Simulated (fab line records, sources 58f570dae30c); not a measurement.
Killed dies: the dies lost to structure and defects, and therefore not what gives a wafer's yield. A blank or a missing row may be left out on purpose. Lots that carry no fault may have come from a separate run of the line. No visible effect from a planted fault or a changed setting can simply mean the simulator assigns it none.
Which tool did it?    flow berkeley-cmos170    7 lots (21 wafers sampled), 1 step of a 331-step route

## WHAT THE GAUGES SHOWED, per wafer
UCB170_PWELL_OVL_MEAS_13.
lot   measured     on          PWELL_OVL (nm)
L213  day 3 10:41  overlay-02  -3 3 -2
L218  day 4 05:55  overlay-02  -12 4 -6
L221  day 5 05:46  overlay-01  -7 -2 -1
L223  day 5 14:25  overlay-01  -2 7 8
L228  day 6 20:28  overlay-02  -1 0 -1
L233  day 7 15:00  overlay-02  1 2 -2
L236  day 8 05:56  overlay-01  -1 1 5

## WHICH TOOL RAN EACH LOT (tool, then ch and the chambers of the sampled wafers, then the start)
The record holds no process step before these readings.

## THE ANSWER, worked out from the rows above alone
Rule: the usual values come from the lots themselves. The widest of any qualifying gaps counts: lots, ordered by their means at a reading, are off when they make up no more than a third of the lots, leave a main group of 4 or more, and stand apart from it by 3 or more times the standard deviation of that group's means. The tables above print the reading to a certain number of digits; a main group whose means all agree to those digits is not used. A lot without any number at a reading at which 4 lots or more have one is off too. All remaining lots with rows at the step are treated as sound.
No lot is off on any of the readings shown, so nothing can be concluded from this.

## WHAT THE SIMULATOR HAD PUT IN
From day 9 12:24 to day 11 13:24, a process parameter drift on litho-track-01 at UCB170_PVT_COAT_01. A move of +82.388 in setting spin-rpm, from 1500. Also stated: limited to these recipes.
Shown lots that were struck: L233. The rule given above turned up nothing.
